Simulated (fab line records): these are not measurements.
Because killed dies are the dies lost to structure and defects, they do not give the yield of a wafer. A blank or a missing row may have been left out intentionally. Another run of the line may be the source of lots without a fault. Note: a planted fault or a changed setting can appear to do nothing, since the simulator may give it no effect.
Which tool is to blame? | flow berkeley-cmos170 | 42 wafers from 14 lots sampled at 6 of the route's 331 steps

== WHAT EACH GAUGE READ, for each wafer ==
UCB170_PSD_TW_MEAS_10.
lot  | measured     | on            | PSD_TW
L893 | day 7 03:43  | film-metro-03 | 2356 2354 2364
L895 | day 7 16:01  | film-metro-01 | 2345 2346 2349
L894 | day 7 16:34  | film-metro-01 | 2347 2331 2344
L897 | day 7 23:48  | film-metro-01 | 2343 2342 2352
L896 | day 8 00:02  | film-metro-03 | 2348 2375 2366
L901 | day 8 08:40  | film-metro-03 | 2363 2366 2361
L899 | day 8 08:48  | film-metro-01 | 2337 2329 2321
L898 | day 8 08:58  | film-metro-02 | 2344 2348 2348
L902 | day 8 22:19  | film-metro-03 | 2373 2376 2368
L904 | day 8 22:27  | film-metro-01 | 2327 2324 2328
L905 | day 9 22:47  | film-metro-03 | 2350 2356 2348
L910 | day 10 13:43 | film-metro-02 | 2294 2310 2311
L913 | day 10 14:29 | film-metro-03 | 2369 2374 2366
L915 | day 11 10:43 | film-metro-03 | 2391 2373 2386

UCB170_M1_CD_MEAS_09: the cd target is 700 nm.
lot  | measured     | on        | cd-nm (nm)
L893 | day 7 21:13  | cd-sem-02 | 701.7 700.6 702.0
L895 | day 8 04:41  | cd-sem-02 | 699.0 699.6 698.0
L894 | day 8 04:55  | cd-sem-02 | 700.2 699.0 699.4
L897 | day 8 11:30  | cd-sem-02 | 700.1 700.0 699.8
L896 | day 8 12:29  | cd-sem-01 | 699.4 700.7 700.1
L901 | day 8 22:42  | cd-sem-01 | 700.0 699.8 699.7
L899 | day 9 00:41  | cd-sem-02 | 700.7 700.8 702.3
L898 | day 9 00:25  | cd-sem-02 | 698.9 700.5 698.3
L902 | day 9 11:49  | cd-sem-01 | 644.4 646.4 644.5
L904 | day 9 11:13  | cd-sem-01 | 644.9 644.9 645.7
L905 | day 10 14:13 | cd-sem-01 | 700.1 700.3 700.5
L910 | day 11 09:33 | cd-sem-02 | 702.4 702.2 702.3
L913 | day 11 08:04 | cd-sem-01 | 701.2 698.6 699.8
L915 | day 11 23:35 | cd-sem-01 | 702.3 701.3 701.9

UCB170_M1_CD_MEAS_90: the cd target is 700 nm.
lot  | measured     | on        | cd-nm (nm)
L893 | day 7 21:38  | cd-sem-01 | 699.2 696.3 700.1
L895 | day 8 05:07  | cd-sem-01 | 699.2 699.8 694.2
L894 | day 8 05:21  | cd-sem-01 | 698.5 696.6 698.1
L897 | day 8 11:56  | cd-sem-02 | 698.5 697.3 698.6
L896 | day 8 12:55  | cd-sem-01 | 700.0 700.4 695.8
L901 | day 8 23:08  | cd-sem-02 | 696.2 698.3 697.6
L899 | day 9 01:07  | cd-sem-01 | 695.9 702.5 700.4
L898 | day 9 00:52  | cd-sem-02 | 696.7 696.6 695.8
L902 | day 9 12:15  | cd-sem-01 | 644.1 643.3 641.5
L904 | day 9 11:43  | cd-sem-01 | 643.0 641.6 640.7
L905 | day 10 14:40 | cd-sem-02 | 697.9 701.1 699.4
L910 | day 11 09:59 | cd-sem-01 | 698.1 699.3 700.1
L913 | day 11 08:33 | cd-sem-02 | 695.2 693.9 699.4
L915 | day 12 00:08 | cd-sem-02 | 699.4 699.5 697.7

== TOOL THAT RAN EACH LOT (tool first, then ch and the chambers of the sampled wafers, then the start) ==
lot  | UCB170_SDANNEAL_RTA_00           | UCB170_M1_PEB_07                  | UCB170_M1_ETCH_11
L893 | rtp-anneal-01 ch 0, day 7 11:10  | litho-track-02 ch 0, day 7 20:56  | rie-diel-02 ch 0,1,2, day 7 21:22
L895 | rtp-anneal-01 ch 0, day 7 19:31  | litho-track-04 ch 0, day 8 04:25  | rie-diel-01 ch 1,2, day 8 04:47
L894 | rtp-anneal-01 ch 0, day 7 20:24  | litho-track-04 ch 0, day 8 04:39  | rie-diel-02 ch 1,2,3, day 8 05:03
L897 | rtp-anneal-01 ch 0, day 8 03:30  | litho-track-02 ch 0, day 8 11:14  | rie-diel-03 ch 1,2,3, day 8 11:38
L896 | rtp-anneal-02 ch 0, day 8 03:58  | litho-track-02 ch 0, day 8 12:13  | rie-diel-02 ch 0,3, day 8 12:38
L901 | rtp-anneal-02 ch 0, day 8 12:32  | litho-track-04 ch 0, day 8 22:26  | rie-diel-03 ch 1,2,3, day 8 22:50
L899 | rtp-anneal-01 ch 0, day 8 13:01  | litho-track-02 ch 0, day 9 00:25  | rie-diel-02 ch 0,2,3, day 9 00:49
L898 | rtp-anneal-02 ch 0, day 8 13:01  | litho-track-04 ch 0, day 9 00:09  | rie-diel-03 ch 0,2,3, day 9 00:34
L902 | rtp-anneal-02 ch 0, day 9 01:19  | litho-track-02 ch 0, day 9 11:28  | rie-diel-02 ch 0,2,3, day 9 11:59
L904 | rtp-anneal-01 ch 0, day 9 01:25  | litho-track-02 ch 0, day 9 10:57  | rie-diel-01 ch 0,1,2, day 9 11:22
L905 | rtp-anneal-02 ch 0, day 10 04:28 | litho-track-04 ch 0, day 10 13:55 | rie-diel-03 ch 0,2,3, day 10 14:21
L910 | rtp-anneal-01 ch 0, day 10 20:12 | litho-track-04 ch 0, day 11 09:17 | rie-diel-01 ch 1,2,3, day 11 09:40
L913 | rtp-anneal-01 ch 0, day 10 21:05 | litho-track-03 ch 0, day 11 07:48 | rie-diel-01 ch 0,1,3, day 11 08:13
L915 | rtp-anneal-01 ch 0, day 11 14:02 | litho-track-04 ch 0, day 11 23:18 | rie-diel-03 ch 1,2,3, day 11 23:44
- UCB170_SDANNEAL_RTA_00: time 10 s.
- UCB170_M1_PEB_07
- UCB170_M1_ETCH_11: etches BARC in N2/H2.

== WHAT THE TOOLS THEMSELVES READ (means of the sampled wafers that have a number; where no wafer has one, the mark that the record gives instead) ==
UCB170_SDANNEAL_RTA_00.
lot  | tool          | lamp-power-pct (%) | wafer_temp_C_max
L893 | rtp-anneal-01 | 29.3               | 904.1
L895 | rtp-anneal-01 | 29.3               | 903.9
L894 | rtp-anneal-01 | 29.3               | 904.0
L897 | rtp-anneal-01 | 29.3               | 904.0
L896 | rtp-anneal-02 | 30.9               | 902.1
L901 | rtp-anneal-02 | 30.9               | 902.5
L899 | rtp-anneal-01 | 29.3               | 904.7
L898 | rtp-anneal-02 | 30.9               | 902.8
L902 | rtp-anneal-02 | 30.9               | 902.5
L904 | rtp-anneal-01 | 29.3               | 904.1
L905 | rtp-anneal-02 | 30.9               | 902.9
L910 | rtp-anneal-01 | 29.3               | 904.2
L913 | rtp-anneal-01 | 29.3               | 903.2
L915 | rtp-anneal-01 | 29.3               | 903.5

UCB170_M1_PEB_07.
lot  | tool           | exhaust-pa (Pa) | heater-power-total-W (W) | plate-temp-C (C)
L893 | litho-track-02 | 45.9            | 56.78                    | 130.02
L895 | litho-track-04 | 45.6            | 56.79                    | 129.99
L894 | litho-track-04 | 45.8            | 56.82                    | 130.16
L897 | litho-track-02 | 44.2            | 56.76                    | 130.24
L896 | litho-track-02 | 44.7            | 56.82                    | 130.00
L901 | litho-track-04 | 44.4            | 56.79                    | 129.92
L899 | litho-track-02 | 46.3            | 56.75                    | 129.78
L898 | litho-track-04 | 45.2            | 56.82                    | 129.93
L902 | litho-track-02 | 44.2            | 64.97                    | 144.10
L904 | litho-track-02 | 45.0            | 64.99                    | 144.13
L905 | litho-track-04 | 44.7            | 56.79                    | 129.94
L910 | litho-track-04 | 44.2            | 56.79                    | 130.04
L913 | litho-track-03 | 45.3            | 56.79                    | 129.96
L915 | litho-track-04 | 44.7            | 56.82                    | 130.16

UCB170_M1_ETCH_11.
lot  | tool        | drypump-motor-current-A (A) | oes-product-au (a.u.) | rf-fwd-power-W (W) | throttle-valve-pct (%)
L893 | rie-diel-02 | 5.6                         | 1.004                 | 492.9              | 13.57
L895 | rie-diel-01 | 6.0                         | 1.030                 | 497.0              | 13.11
L894 | rie-diel-02 | 5.8                         | 1.012                 | 495.1              | 13.46
L897 | rie-diel-03 | 5.5                         | 1.012                 | 493.2              | 13.37
L896 | rie-diel-02 | 5.9                         | 1.011                 | 496.0              | 13.39
L901 | rie-diel-03 | 5.5                         | 1.005                 | 493.8              | 13.37
L899 | rie-diel-02 | 5.8                         | 1.015                 | 495.1              | 13.48
L898 | rie-diel-03 | 5.8                         | 1.009                 | 495.7              | 13.47
L902 | rie-diel-02 | 5.8                         | 1.022                 | 494.4              | 13.48
L904 | rie-diel-01 | 6.1                         | 1.023                 | 496.5              | 13.22
L905 | rie-diel-03 | 5.7                         | 1.010                 | 494.6              | 13.47
L910 | rie-diel-01 | 5.6                         | 1.027                 | 497.6              | 13.31
L913 | rie-diel-01 | 5.8                         | 1.008                 | 495.2              | 13.43
L915 | rie-diel-03 | 5.5                         | 1.010                 | 493.2              | 13.36

== THE ANSWER, worked out from the rows above alone ==
Rule: usual is defined by the lots themselves. Put in order of their means at a reading, lots are off if they are a third of the lots or fewer, leave a main group of 4 or more, and stand apart from it by a gap of 3 or more times the standard deviation of the main group's means; of several such gaps the widest counts. If all means in a main group match to the digits the tables above print for the reading, that group is not used. A lot without any number at a reading at which 4 lots or more have one is off too. Any other lot the step has rows for is counted as sound. Order of review: gauges by route order, followed by the tools' own readings, for which a lot's mean as printed above is used. At the first step where some lot is off, the reading lying furthest off is the one used; lots without a number count as furthest.
Off at UCB170_M1_CD_MEAS_09 (cd-nm): L902, L904. The main group: mean 700.4 nm, standard deviation 1.
If a tool, at a process step before that reading, ran all the lots that are off and no sound lot after the first of them, it fits. Not tried: the gauges at UCB170_M1_CD_MEAS_09; whatever is off there is also off at UCB170_M1_PEB_07, on other tools, and gauge error can't account for it. One fits: litho-track-02 at UCB170_M1_PEB_07. A fault onset in the window from L899 (day 9 00:25, its last sound lot) to L904 (day 9 10:57, its first lot off) fits.
The tool's own readings at UCB170_M1_PEB_07 bear it out: on the lots that are off they differ by more than 5 times the standard deviation of the sound lots' means. heater-power-total-W reads 64.98 W there against 56.79 W on the sound lots; plate-temp-C reads 144.12 C there against 130.01 C on the sound lots.

== WHAT HAD BEEN PUT IN BY THE SIMULATOR ==
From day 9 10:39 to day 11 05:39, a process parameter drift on litho-track-02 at UCB170_M1_PEB_07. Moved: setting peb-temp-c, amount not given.
Struck lots among those shown: L902, L904. Same finding as the rule above.
